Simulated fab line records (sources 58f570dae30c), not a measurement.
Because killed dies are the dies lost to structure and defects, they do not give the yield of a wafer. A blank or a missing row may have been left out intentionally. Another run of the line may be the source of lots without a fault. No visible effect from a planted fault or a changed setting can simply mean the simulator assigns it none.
fab line records	flow berkeley-cmos170
record lots=5	wafers=23
route steps=331 shown CONTACT@217 M1@238 V1@268 M2@276 V2@301
start-h: hours from the record's opening day to when the first of the lot's shown wafers began	wait-h: hours elapsed since this lot's preceding step	" the same as in the row above	L1.1+2: a row that stands for several wafers	- value missing, or start not given	* or withheld: withheld	< > ~ a bound
route shown NAME@n: names a module that has steps shown in the file, with the first one's number in the route	usual: mean/standard deviation of fault-free wafers	same: alike in all rows	chamber/n: place in a boat	sites: readings site by site	_std_site: the standard deviation of these	_edge_site: mean of outer sites minus mean of inner sites	radius-mm: for every site, how far away it sits from the centre of the wafer	mask NAME#n: copy n	behind: the most recent tool/chamber to have shaped the wafer	hold: what put the lot on hold/how long, in hours/how the hold closed	device: whichever transistor did not switch (one of n, p or np)	end of line: the tests these same wafers got at the end of their route	a step with no rows: only its recipe	killed: the dies lost at the first sort to structure and to defects; this is not the yield of the wafer	map: a wafer's dies, x killed, . not, _ none there
set.NAME: the setting as run; set.NAME@STEP: as run at that earlier step	model.NAME: the simulator's own value behind a step, which no gauge read
one table per step and one row per wafer, for lots whose settings were changed on purpose
## steps
# step UCB170_CONTACT_CVD_01
# recipe material=PSG	target-thk-nm=700	temp-c=450	precursor=SiH4/O2/PH3	time-s=2820	pressure-mtorr=300	sih4-flow-sccm=60	o2-flow-sccm=90	ph3-flow-sccm=25
lot.wafer	tool	chamber	start-h	wait-h	set.o2-flow-sccm	model.PSG_of_CONTACT_CVD_01.thk-nm
L074.1	lpcvd-01	1	143.96	1.1	90	689.6
L074.5	"	1	"	"	90	687.2
L074.6	"	1	"	"	90	687.5
L075.1	-	-	-	1.1	83.36	678.7
L075.2+4	"	-	"	"	83.36	-
L075.5	"	-	"	"	83.36	676.8
L075.6	"	-	"	"	83.36	675
L078.1	-	-	-	0.0	96.26	734.2
L078.2+4	"	-	"	"	96.26	-
L078.3	"	-	"	"	96.26	732.5
L078.6	"	-	"	"	96.26	732
L080.1	-	-	-	0.1	90	700.6
L080.2	"	-	"	"	90	709.3
L080.3	"	-	"	"	90	707.8
L080.5	"	-	"	"	90	703.9
L080.6	"	-	"	"	90	705.2
L085.1+5	-	-	-	0.0	77.71	642.4
L085.3	"	-	"	"	77.71	647.7
L085.4+6	"	-	"	"	77.71	-
# step UCB170_CONTACT_THK_MEAS_02
# recipe reads=PSG_of_CONTACT_CVD_01
# usual CONTACT_PSG_THK=702/8.9
lot.wafer	tool	chamber	start-h	wait-h	set.o2-flow-sccm@CONTACT_CVD_01	CONTACT_PSG_THK[nm]
L074.1	film-metro-02	-	145.74	0.0	90	689
L074.5	"	-	"	"	90	687
L074.6	"	-	"	"	90	687
L075.1	film-metro-01	-	-	-	83.36	679
L075.2	"	-	"	"	83.36	677
L075.4	"	-	"	"	83.36	676
L075.5	"	-	"	"	83.36	676
L075.6	"	-	"	"	83.36	675
L078.1	film-metro-02	-	-	-	96.26	734
L078.2	"	-	"	"	96.26	731
L078.3	"	-	"	"	96.26	733
L078.4	"	-	"	"	96.26	736
L078.6	"	-	"	"	96.26	732
L080.1	film-metro-02	-	-	-	90	700
L080.2	"	-	"	"	90	709
L080.3	"	-	"	"	90	707
L080.5	"	-	"	"	90	704
L080.6	"	-	"	"	90	705
L085.1	film-metro-04	-	-	-	77.71	643
L085.3	"	-	"	"	77.71	648
L085.4	"	-	"	"	77.71	652
L085.5	"	-	"	"	77.71	642
L085.6	"	-	"	"	77.71	647
# step UCB170_M1_SPUTTER_00
# recipe material=Al	target-thk-nm=600	time-s=80	power-w=6000	chamber-pressure-pa=0.5
lot.wafer	tool	chamber	start-h	wait-h	set.power-w	model.Al_of_M1_SPUTTER_00.thk-nm
L074.1	pvd-sputter-04	-	148.28	0.0	6000	597.9
L074.5	"	-	"	"	6000	596.2
L074.6	"	-	"	"	6000	598.8
L075.1	pvd-sputter-04	-	152.59	0.0	6000	597.2
L075.2	"	-	"	"	5539	551.1
L075.4	"	-	"	"	5539	554.9
L075.5	"	-	"	"	6000	591.8
L075.6	"	-	"	"	6000	597.1
L078.1	pvd-sputter-01	-	165.60	0.0	6000	591.2
L078.2	"	-	"	"	6339	625.3
L078.3	"	-	"	"	6000	598.8
L078.4	"	-	"	"	6339	632.5
L078.6	"	-	"	"	6000	588
L080.1	pvd-sputter-03	-	176.41	0.0	6000	594.6
L080.2	"	-	"	"	6000	588.9
L080.3	"	-	"	"	6000	592.6
L080.5	"	-	"	"	6000	590.9
L080.6	"	-	"	"	6000	589.1
L085.1	pvd-sputter-04	-	218.53	0.0	6000	604.4
L085.3	"	-	"	"	6000	602.5
L085.4	"	-	"	"	6491	654.9
L085.5	"	-	"	"	6000	607.4
L085.6	"	-	"	"	6491	657
# step UCB170_M1_RS_MEAS_01
# recipe thk-meas-gauge=four-point-probe	reads=Al_of_M1_SPUTTER_00
# usual M1_AL_RS=0.0489/0.00051
lot.wafer	tool	chamber	start-h	wait-h	set.power-w@M1_SPUTTER_00	M1_AL_RS[ohm/sq]
L074.1	film-metro-04	-	148.34	0.0	6000	0.0487
L074.5	"	-	"	"	6000	0.0490
L074.6	"	-	"	"	6000	0.0487
L075.1	film-metro-03	-	152.65	0.0	6000	0.0488
L075.2	"	-	"	"	5539	0.0530
L075.4	"	-	"	"	5539	0.0526
L075.5	"	-	"	"	6000	0.0493
L075.6	"	-	"	"	6000	0.0488
L078.1	film-metro-03	-	165.66	0.0	6000	0.0493
L078.2	"	-	"	"	6339	0.0466
L078.3	"	-	"	"	6000	0.0487
L078.4	"	-	"	"	6339	0.0459
L078.6	"	-	"	"	6000	0.0495
L080.1	film-metro-04	-	176.48	0.0	6000	0.0491
L080.2	"	-	"	"	6000	0.0495
L080.3	"	-	"	"	6000	0.0493
L080.5	"	-	"	"	6000	0.0495
L080.6	"	-	"	"	6000	0.0495
L085.1	film-metro-02	-	218.59	0.0	6000	0.0481
L085.3	"	-	"	"	6000	0.0483
L085.4	"	-	"	"	6491	0.0444
L085.5	"	-	"	"	6000	0.0478
L085.6	"	-	"	"	6491	0.0442
# step UCB170_M1_THK_MEAS_02
# recipe thk-meas-gauge=xrf	reads=Al_of_M1_SPUTTER_00
# usual M1_AL_THK=590/8.1
lot.wafer	tool	chamber	start-h	wait-h	set.power-w@M1_SPUTTER_00	M1_AL_THK[nm]
L074.1	film-metro-04	-	148.46	0.1	6000	588
L074.5	"	-	"	"	6000	588
L074.6	"	-	"	"	6000	594
L075.1	film-metro-03	-	152.77	0.1	6000	584
L075.2	"	-	"	"	5539	536
L075.4	"	-	"	"	5539	543
L075.5	"	-	"	"	6000	579
L075.6	"	-	"	"	6000	584
L078.1	film-metro-03	-	165.78	0.1	6000	577
L078.2	"	-	"	"	6339	610
L078.3	"	-	"	"	6000	584
L078.4	"	-	"	"	6339	614
L078.6	"	-	"	"	6000	575
L080.1	film-metro-04	-	176.60	0.1	6000	592
L080.2	"	-	"	"	6000	584
L080.3	"	-	"	"	6000	592
L080.5	"	-	"	"	6000	584
L080.6	"	-	"	"	6000	587
L085.1	film-metro-02	-	218.71	0.1	6000	600
L085.3	"	-	"	"	6000	598
L085.4	"	-	"	"	6491	650
L085.5	"	-	"	"	6000	603
L085.6	"	-	"	"	6491	651
# step UCB170_M1_ETCH_11
# recipe chemistry=N2/H2	target-depth-a=withheld	overetch-a=withheld	target=BARC	time-s=withheld	source-w=500	bias-w=100	pressure-mtorr=30	n2-flow-sccm=100	h2-flow-sccm=200
lot.wafer	tool	chamber	start-h	wait-h	set.bias-w
L074.1+5+6	rie-diel-04	2,2,3	149.52	0.0	100
L075.1+2+4+5+6	rie-diel-03	2,0,3,3,2	154.00	0.0	100
L078.1+2+6	rie-diel-03	0,3,3	167.00	0.0	107.8
L078.3+4	"	1,2	"	"	100
L080.1+2+3	rie-diel-04	1,3,0	178.17	0.0	100
L080.5+6	"	0,3	"	"	93.28
L085.1+4+5	rie-diel-03	2,1,0	219.96	0.0	100
L085.3+6	"	0,3	"	"	92.22
# step UCB170_M1_METAL_ETCH_12
# recipe chemistry=Cl2/BCl3	target=Al	stop-on=PSG	pressure-mtorr=12	target-depth-a=7800	over-etch-frac=0.3	time-s=130	icp-w=600	bias-w=120	Cl2_flow_sccm=90	bcl3-flow-sccm=45
# usual oes-product-au=0.854/0.009
lot.wafer	tool	chamber	start-h	wait-h	set.o2-flow-sccm@CONTACT_CVD_01	set.power-w@M1_SPUTTER_00	oes-product-au	model.PSG_of_CONTACT_CVD_01.thk-nm
L074.1	rie-metal-03	0	149.56	-	90	6000	0.866	651.1
L074.5	"	1	"	"	90	6000	0.862	648.9
L074.6	"	0	"	"	90	6000	0.869	649
L075.1	rie-metal-03	0	154.04	-	83.36	6000	0.870	640.5
L075.2	"	1	"	"	83.36	5539	0.824	-
L075.4	"	1	"	"	83.36	5539	0.824	-
L075.5	"	1	"	"	83.36	6000	0.856	638.9
L075.6	"	0	"	"	83.36	6000	0.870	636.7
L078.1	rie-metal-01	1	167.04	-	96.26	6000	0.839	698.2
L078.2	"	0	"	"	96.26	6339	0.875	-
L078.3	"	1	"	"	96.26	6000	0.845	696.6
L078.4	"	0	"	"	96.26	6339	0.879	-
L078.6	"	0	"	"	96.26	6000	0.845	695.2
L080.1	rie-metal-02	0	178.21	-	90	6000	0.849	664.8
L080.2	"	1	"	"	90	6000	0.840	671.6
L080.3	"	0	"	"	90	6000	0.844	672.1
L080.5	"	0	"	"	90	6000	0.844	668.2
L080.6	"	1	"	"	90	6000	0.848	667.5
L085.1	rie-metal-02	1	220.00	-	77.71	6000	0.855	604.3
L085.3	"	1	"	"	77.71	6000	0.849	609.7
L085.4	"	1	"	"	77.71	6491	0.893	-
L085.5	"	1	"	"	77.71	6000	0.857	604.4
L085.6	"	1	"	"	77.71	6491	0.897	-
# step UCB170_V1_ETCH_14
# recipe chemistry=CHF3/CF4/Ar	target=SiO2	stop-on=Al	CHF3_flow_sccm=45	cf4-flow-sccm=15	Ar_flow_sccm=150	pressure-mtorr=200	rf-w=700	target-depth-a=12500	over-etch-frac=0.25	time-s=291
lot.wafer	tool	chamber	start-h	wait-h	set.rf-w	model.KrF_of_V1_COAT_07.thk-nm
L074.1	rie-diel-02	1	157.44	0.0	700	607.8
L074.5	"	0	"	"	700	614.3
L074.6	"	3	"	"	700	606
L075.1	rie-diel-02	3	160.95	0.0	634.3	614.9
L075.2	"	1	"	"	634.3	618.3
L075.4	"	1	"	"	700	602.5
L075.5	"	3	"	"	700	597.8
L075.6	"	0	"	"	634.3	619.7
L078.1	rie-diel-02	3	172.91	0.0	700	605.9
L078.2	"	1	"	"	700	604.1
L078.3	"	0	"	"	700	612.2
L078.4	"	3	"	"	700	607
L078.6	"	0	"	"	700	610.5
L080.1	rie-diel-04	2	189.59	0.0	669.8	611.5
L080.2	"	3	"	"	669.8	615.8
L080.3	"	0	"	"	700	610
L080.5	"	1	"	"	700	609.7
L080.6	"	2	"	"	669.8	610.8
L085.1	rie-diel-01	2	227.49	0.0	754.2	600.3
L085.3	"	2	"	"	700	612.4
L085.4	"	0	"	"	754.2	595.6
L085.5	"	2	"	"	700	608.5
L085.6	"	0	"	"	754.2	593.2
# step UCB170_V1_STRIP_15
# recipe chemistry=O2	power-w=400	pressure-mtorr=3500	platen-temp-c=withheld	o2-flow-sccm=400	overash-fraction=0.5
# usual strip-time-to-endpoint-s=15.29/0.1
lot.wafer	tool	chamber	start-h	wait-h	set.rf-w@V1_ETCH_14	strip-time-to-endpoint-s
L074.1	plasma-asher-01	0	157.62	0.1	700	15.27
L074.5	"	1	"	"	700	15.41
L074.6	"	0	"	"	700	15.23
L075.1	plasma-asher-02	0	161.12	0.1	634.3	15.43
L075.2	"	1	"	"	634.3	15.50
L075.4	"	1	"	"	700	15.14
L075.5	"	1	"	"	700	15.02
L075.6	"	0	"	"	634.3	15.54
L078.1	plasma-asher-01	0	173.08	0.1	700	15.21
L078.2	"	1	"	"	700	15.16
L078.3	"	0	"	"	700	15.36
L078.4	"	1	"	"	700	15.24
L078.6	"	0	"	"	700	15.31
L080.1	plasma-asher-01	0	189.77	0.1	669.8	15.34
L080.2	"	1	"	"	669.8	15.44
L080.3	"	1	"	"	700	15.31
L080.5	"	0	"	"	700	15.30
L080.6	"	1	"	"	669.8	15.33
L085.1	plasma-asher-02	1	227.76	0.2	754.2	15.08
L085.3	"	1	"	"	700	15.37
L085.4	"	0	"	"	754.2	14.97
L085.5	"	0	"	"	700	15.27
L085.6	"	1	"	"	754.2	14.91
# step UCB170_M2_COAT_05
# recipe resist=KrF	spin-rpm=1500	resist-thk-nm=900
lot.wafer	tool	chamber	start-h	wait-h	set.spin-rpm	model.KrF_of_M2_COAT_05.thk-nm
L074.1	litho-track-02	0	158.32	0.1	1500	901.9
L074.5	"	0	"	"	1500	898
L074.6	"	0	"	"	1500	900.2
L075.1	litho-track-01	0	161.82	0.1	1443	910.7
L075.2	"	0	"	"	1443	912.2
L075.4	"	0	"	"	1443	911.5
L075.5	"	0	"	"	1500	894.1
L075.6	"	0	"	"	1500	895.7
L078.1	litho-track-02	0	173.98	0.1	1500	895.1
L078.2	"	0	"	"	1500	900
L078.3	"	0	"	"	1500	898.4
L078.4	"	0	"	"	1500	902.8
L078.6	"	0	"	"	1500	899.7
L080.1	litho-track-01	0	190.47	0.1	1500	896.1
L080.2	"	0	"	"	1601	867.5
L080.3	"	0	"	"	1601	867.7
L080.5	"	0	"	"	1500	897
L080.6	"	0	"	"	1601	868
L085.1	litho-track-02	0	229.46	0.1	1500	897.9
L085.3	"	0	"	"	1390	936.2
L085.4	"	0	"	"	1500	898.8
L085.5	"	0	"	"	1390	935.9
L085.6	"	0	"	"	1390	936
# step UCB170_M2_SOFTBAKE_06
# recipe resist=KrF	temp-c=130	time-s=60
# step UCB170_M2_STRIP_07
# recipe chemistry=O2	power-w=400	pressure-mtorr=3500	platen-temp-c=withheld	o2-flow-sccm=400	overash-fraction=0.5
# usual strip-time-to-endpoint-s=21.93/0.062
lot.wafer	tool	chamber	start-h	wait-h	set.spin-rpm@M2_COAT_05	strip-time-to-endpoint-s
L074.1	plasma-asher-02	0	158.62	0.1	1500	22.01
L074.5	"	1	"	"	1500	21.93
L074.6	"	0	"	"	1500	21.97
L075.1	plasma-asher-03	1	162.12	0.1	1443	22.22
L075.2	"	0	"	"	1443	22.23
L075.4	"	1	"	"	1443	22.24
L075.5	"	0	"	"	1500	21.83
L075.6	"	1	"	"	1500	21.87
L078.1	plasma-asher-04	1	174.28	0.1	1500	21.84
L078.2	"	0	"	"	1500	21.95
L078.3	"	0	"	"	1500	21.93
L078.4	"	1	"	"	1500	22.05
L078.6	"	1	"	"	1500	21.97
L080.1	plasma-asher-04	1	190.77	0.1	1500	21.87
L080.2	"	0	"	"	1601	21.19
L080.3	"	0	"	"	1601	21.18
L080.5	"	0	"	"	1500	21.90
L080.6	"	1	"	"	1601	21.20
L085.1	plasma-asher-04	0	229.76	0.1	1500	21.92
L085.3	"	0	"	"	1390	22.84
L085.4	"	1	"	"	1500	21.93
L085.5	"	1	"	"	1390	22.82
L085.6	"	0	"	"	1390	22.83
# step UCB170_M2_METAL_ETCH_18
# recipe chemistry=Cl2/BCl3	target=Al	stop-on=SiO2	pressure-mtorr=12	target-depth-a=11700	over-etch-frac=0.3	time-s=195	icp-w=600	bias-w=120	Cl2_flow_sccm=90	bcl3-flow-sccm=45
lot.wafer	tool	chamber	start-h	wait-h	set.icp-w	model.KrF_of_M2_COAT_10.thk-nm
L074.1	rie-metal-01	1	160.34	-	600	222.6
L074.5	"	1	"	"	600	229.2
L074.6	"	0	"	"	600	219.8
L075.1	rie-metal-04	0	163.58	-	600	207.3
L075.2	"	1	"	"	659.2	161.7
L075.4	"	0	"	"	600	204.4
L075.5+6	"	0,1	"	"	659.2	147.6
L078.1	rie-metal-03	0	175.61	-	600	216.2
L078.2	"	1	"	"	600	207.9
L078.3	"	1	"	"	600	212.7
L078.4	"	0	"	"	600	208.5
L078.6	"	0	"	"	600	211.8
L080.1	rie-metal-04	1	192.57	-	600	201.6
L080.2	"	0	"	"	600	194.1
L080.3	"	1	"	"	570.4	239.7
L080.5	"	0	"	"	570.4	226.8
L080.6	"	1	"	"	570.4	240.3
L085.1	rie-metal-03	1	231.86	-	600	200.3
L085.3	"	0	"	"	600	206.9
L085.4	"	1	"	"	600	197.8
L085.5	"	0	"	"	600	204.9
L085.6	"	1	"	"	600	195.1
# step UCB170_M2_STRIP_19
# recipe chemistry=O2	power-w=400	pressure-mtorr=3500	platen-temp-c=withheld	o2-flow-sccm=400	overash-fraction=0.5
# usual oes-product-au=0.543/0.012
lot.wafer	tool	chamber	start-h	wait-h	set.icp-w@M2_METAL_ETCH_18	oes-product-au
L074.1	plasma-asher-03	0	160.52	0.1	600	0.549
L074.5	"	0	"	"	600	0.552
L074.6	"	1	"	"	600	0.550
L075.1	plasma-asher-04	0	163.77	0.1	600	0.542
L075.2	"	1	"	"	659.2	0.488
L075.4	"	0	"	"	600	0.533
L075.5	"	1	"	"	659.2	0.473
L075.6	"	0	"	"	659.2	0.475
L078.1	plasma-asher-03	1	175.80	0.1	600	0.548
L078.2	"	0	"	"	600	0.538
L078.3	"	0	"	"	600	0.535
L078.4	"	1	"	"	600	0.541
L078.6	"	1	"	"	600	0.544
L080.1	plasma-asher-03	1	192.76	0.1	600	0.536
L080.2	"	0	"	"	600	0.528
L080.3	"	0	"	"	570.4	0.573
L080.5	"	1	"	"	570.4	0.551
L080.6	"	0	"	"	570.4	0.569
L085.1	plasma-asher-02	0	232.04	0.1	600	0.530
L085.3	"	0	"	"	600	0.537
L085.4	"	1	"	"	600	0.517
L085.5	"	1	"	"	600	0.539
L085.6	"	0	"	"	600	0.524
# step UCB170_V2_EXPOSE_09
# recipe mask-id=VIA2	target-cd-nm=700	na=0.5	sigma-outer=0.6	source-shape=conventional	dose-mj=37
lot.wafer	tool	chamber	start-h	wait-h	mask	set.dose-mj
L074.1+5+6	krf-scanner-01	0	162.07	0.1	VIA2#0	37
L075.1+4+5	krf-scanner-02	0	165.48	0.1	VIA2#0	37
L075.2+6	"	0	"	"	VIA2#0	39.32
L078.1+2	krf-scanner-02	0	177.34	0.1	VIA2#0	35.99
L078.3+4+6	"	0	"	"	VIA2#0	37
L080.1+2+3+5+6	krf-scanner-01	0	194.53	0.1	VIA2#0	37
L085.1+3+5	krf-scanner-01	0	234.76	0.2	VIA2#0	35.48
L085.4+6	"	0	"	"	VIA2#0	37
# step UCB170_V2_PEB_10
# recipe peb-temp-c=130	peb-time-s=withheld	resist=KrF
# step UCB170_V2_DEVELOP_11
# recipe developer=TMAH	develop-time-s=45	resist=KrF	dev-temp-c=21
# step UCB170_V2_CD_MEAS_12
# recipe target-cd-nm=700
# usual cd-nm=699.8/1.5
lot.wafer	tool	chamber	start-h	wait-h	set.dose-mj@V2_EXPOSE_09	cd-nm
L074.1	cd-sem-02	-	162.46	-	37	701.4
L074.5	"	-	"	"	37	700.1
L074.6	"	-	"	"	37	699.6
L075.1	cd-sem-01	-	166.00	-	37	699.9
L075.2	"	-	"	"	39.32	710.7
L075.4	"	-	"	"	37	701.0
L075.5	"	-	"	"	37	700.6
L075.6	"	-	"	"	39.32	712.6
L078.1	cd-sem-01	-	177.73	-	35.99	694.3
L078.2	"	-	"	"	35.99	693.5
L078.3	"	-	"	"	37	697.3
L078.4	"	-	"	"	37	699.0
L078.6	"	-	"	"	37	697.4
L080.1	cd-sem-01	-	194.95	-	37	700.4
L080.2	"	-	"	"	37	699.9
L080.3	"	-	"	"	37	699.8
L080.5	"	-	"	"	37	699.2
L080.6	"	-	"	"	37	699.7
L085.1	cd-sem-02	-	235.50	-	35.48	693.4
L085.3	"	-	"	"	35.48	694.8
L085.4	"	-	"	"	37	700.9
L085.5	"	-	"	"	35.48	695.0
L085.6	"	-	"	"	37	700.9
# step UCB170_V2_ETCH_14
# recipe chemistry=CHF3/CF4/Ar	target=SiO2	stop-on=Al	CHF3_flow_sccm=45	cf4-flow-sccm=15	Ar_flow_sccm=150	pressure-mtorr=200	rf-w=700	target-depth-a=12500	over-etch-frac=0.25	time-s=291
lot.wafer	tool	chamber	start-h	wait-h	set.dose-mj@V2_EXPOSE_09	model.V2.cd-nm
L074.1	rie-diel-04	3	162.61	0.0	37	701.6
L074.5	"	0	"	"	37	699.7
L074.6	"	1	"	"	37	700.7
L075.1	rie-diel-03	0	166.16	0.0	37	698.5
L075.2	"	2	"	"	39.32	710.2
L075.4	"	3	"	"	37	700.7
L075.5	"	0	"	"	37	699.5
L075.6	"	3	"	"	39.32	712.7
L078.1+2	rie-diel-02	0,3	177.89	0.0	35.99	694.4
L078.3	"	1	"	"	37	698.8
L078.4	"	0	"	"	37	699.1
L078.6	"	1	"	"	37	699
L080.1	rie-diel-02	3	195.11	0.0	37	700.8
L080.2	"	2	"	"	37	699.8
L080.3+6	"	0,3	"	"	37	699.9
L080.5	"	2	"	"	37	699.6
L085.1	rie-diel-02	0	235.65	0.0	35.48	693.6
L085.3	"	3	"	"	35.48	694.6
L085.4	"	2	"	"	37	700.8
L085.5	"	1	"	"	35.48	694.3
L085.6	"	2	"	"	37	700.6
# step UCB170_V2_STRIP_15
# recipe chemistry=O2	power-w=400	pressure-mtorr=3500	platen-temp-c=withheld	o2-flow-sccm=400	overash-fraction=0.5
# step UCB170_V2_CD_MEAS_90
# recipe target-cd-nm=700
# usual cd-nm=699.9/1.5
lot.wafer	tool	chamber	start-h	wait-h	set.dose-mj@V2_EXPOSE_09	cd-nm
L074.1	cd-sem-01	-	162.89	0.1	37	701.7
L074.5	"	-	"	"	37	699.6
L074.6	"	-	"	"	37	700.8
L075.1	cd-sem-01	-	166.72	0.4	37	698.5
L075.2	"	-	"	"	39.32	710.1
L075.4	"	-	"	"	37	700.8
L075.5	"	-	"	"	37	699.6
L075.6	"	-	"	"	39.32	712.8
L078.1	cd-sem-01	-	178.16	0.1	35.99	694.1
L078.2	"	-	"	"	35.99	694.6
L078.3	"	-	"	"	37	699.5
L078.4	"	-	"	"	37	698.8
L078.6	"	-	"	"	37	699.1
L080.1	cd-sem-02	-	195.39	0.1	37	700.7
L080.2	"	-	"	"	37	699.5
L080.3	"	-	"	"	37	700.0
L080.5	"	-	"	"	37	699.9
L080.6	"	-	"	"	37	699.6
L085.1	cd-sem-01	-	235.93	0.1	35.48	693.6
L085.3	"	-	"	"	35.48	695.0
L085.4	"	-	"	"	37	700.7
L085.5	"	-	"	"	35.48	694.2
L085.6	"	-	"	"	37	700.4
## key
split step=UCB170_CONTACT_CVD_01	setting=o2-flow-sccm	stated=90	by=lot
response step=UCB170_CONTACT_CVD_01	reading=model.PSG_of_CONTACT_CVD_01.thk-nm	change=+4.09	per=1%	r=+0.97
response step=UCB170_CONTACT_THK_MEAS_02	reading=CONTACT_PSG_THK	change=+4.05	per=1%	r=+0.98
response step=UCB170_M1_METAL_ETCH_12	reading=model.PSG_of_CONTACT_CVD_01.thk-nm	change=+4.18	per=1%	r=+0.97
split step=UCB170_M1_SPUTTER_00	setting=power-w	stated=6000	by=wafer
response step=UCB170_M1_SPUTTER_00	reading=model.Al_of_M1_SPUTTER_00.thk-nm	change=+6.01	per=1%	r=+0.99
response step=UCB170_M1_RS_MEAS_01	reading=M1_AL_RS	change=-0.000487	per=1%	r=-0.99
response step=UCB170_M1_THK_MEAS_02	reading=M1_AL_THK	change=+5.9	per=1%	r=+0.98
response step=UCB170_M1_METAL_ETCH_12	reading=oes-product-au	change=+0.00536	per=1%	r=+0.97
split step=UCB170_M1_ETCH_11	setting=bias-w	stated=100	by=wafer
response none clear
split step=UCB170_V1_ETCH_14	setting=rf-w	stated=700	by=wafer
response step=UCB170_V1_ETCH_14	reading=model.KrF_of_V1_COAT_07.thk-nm	change=-1.72	per=1%	r=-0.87
response step=UCB170_V1_STRIP_15	reading=strip-time-to-endpoint-s	change=*	per=1%	r=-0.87
split step=UCB170_M2_COAT_05	setting=spin-rpm	stated=1500	by=wafer
response step=UCB170_M2_COAT_05	reading=model.KrF_of_M2_COAT_05.thk-nm	change=-4.7	per=1%	r=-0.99
response step=UCB170_M2_STRIP_07	reading=strip-time-to-endpoint-s	change=*	per=1%	r=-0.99
split step=UCB170_M2_METAL_ETCH_18	setting=icp-w	stated=600	by=wafer
response step=UCB170_M2_METAL_ETCH_18	reading=model.KrF_of_M2_COAT_10.thk-nm	change=-5.87	per=1%	r=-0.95
response step=UCB170_M2_STRIP_19	reading=oes-product-au	change=-0.00607	per=1%	r=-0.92
split step=UCB170_V2_EXPOSE_09	setting=dose-mj	stated=37	by=wafer
response step=UCB170_V2_CD_MEAS_12	reading=cd-nm	change=+1.69	per=1%	r=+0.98
response step=UCB170_V2_ETCH_14	reading=model.V2.cd-nm	change=+1.79	per=1%	r=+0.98
response step=UCB170_V2_CD_MEAS_90	reading=cd-nm	change=+1.78	per=1%	r=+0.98
